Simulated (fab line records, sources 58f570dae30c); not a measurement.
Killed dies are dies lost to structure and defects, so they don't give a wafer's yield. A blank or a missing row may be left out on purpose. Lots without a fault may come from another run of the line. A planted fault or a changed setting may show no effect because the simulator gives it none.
A struck lot beside a sound one | flow berkeley_cmos170 | 15 steps out of a route of 331
Sound: wafers L297.2, L297.3, L297.5. Struck: wafers L314.2, L314.4, L314.6. The cause comes at the end.
At each step with rows: each side's tool, then ch and its chambers, then its first start. Under that, the readings that differ: sound wafers | struck wafers | difference of the means | sigmas: that difference in standard deviations of wafers without a fault.
alike: readings whose means differ by less than 2 such deviations, and words and numbers that are the same on both sides. not compared: withheld readings, readings that some wafer has no value for, bounds like >300 that may hide the same value, and numbers for which the record gives no deviation and whose values overlap.
The two part at a step that has a row with sigmas, a row that says differs or no value, or rows on one side only. Numbers that don't overlap but have no deviation are shown without sigmas and don't part them. A reading that every wafer of one side lacks parts them only if that side has two wafers or more.

first, 1 step without rows for these wafers: UCB170_PSD_IMPLANT_08.
UCB170_PSD_STRIP_09: strips in O2.
  sound on plasma_asher-03 ch 0, day 7 12:16; struck on plasma_asher-03 ch 0,1, day 10 20:41
  alike: drypump_motor_current_A, oes_product_au, strip_time_to_endpoint_s
  not compared: rf_hours_counter_h
UCB170_PSD_TW_MEAS_10:
  sound on film_metro-03, day 7 12:22; struck on film_metro-04, day 10 20:48
  alike: PSD_TW
then, 7 steps without rows for these wafers: UCB170_PSD_CLEAN_11 (cleans in SPM, time 600 s); UCB170_NSD_HMDS_00 (prime time 60 s); UCB170_NSD_COAT_01 (resist thk 900 nm); UCB170_NSD_SOFTBAKE_02 (time 60 s); UCB170_NSD_EXPOSE_03 (exposes mask NSELECT MOD, target cd 1200 nm); UCB170_NSD_PEB_04; UCB170_NSD_DEVELOP_05 (develop time 45 s).
UCB170_NSD_CD_MEAS_06: target cd 1200 nm.
  sound on cd_sem-01, day 7 13:36; struck on cd_sem-02, day 10 23:13
  alike: cd_nm
UCB170_NSD_OVL_MEAS_07:
  sound on overlay-01, day 7 13:42; struck on overlay-02, day 10 23:20
  reading      | sound   | struck | difference | sigmas
  NSD_OVL (nm) | 8 14 13 | 1 2 4  | -9         | -2
UCB170_NSD_IMPLANT_08:
  sound on implanter-03 ch 0, day 7 13:46; struck on implanter-02 ch 0, day 10 23:23
  reading                   | sound                | struck               | difference | sigmas
  beam_energy_keV           | 39.993 40.002 39.984 | 39.562 39.562 39.559 | -0.432     | -36
  model.implant.drp_nm (nm) | 21.16 21.16 21.16    | 20.96 20.96 20.96    | -0.20      |
UCB170_NSD_STRIP_09: strips in O2.
  sound on plasma_asher-02 ch 1, day 7 13:53; struck on plasma_asher-04 ch 0,1, day 10 23:31
  alike: drypump_motor_current_A, oes_product_au, strip_time_to_endpoint_s
  not compared: rf_hours_counter_h
UCB170_M3_PROBE_99:
  the record has rows for the struck wafers here (prober-01, day 12 04:30) and none for the sound ones

WHERE THEY PART
First at UCB170_NSD_OVL_MEAS_07; last, within this record, at UCB170_M3_PROBE_99.

WHY: what the simulator had put in
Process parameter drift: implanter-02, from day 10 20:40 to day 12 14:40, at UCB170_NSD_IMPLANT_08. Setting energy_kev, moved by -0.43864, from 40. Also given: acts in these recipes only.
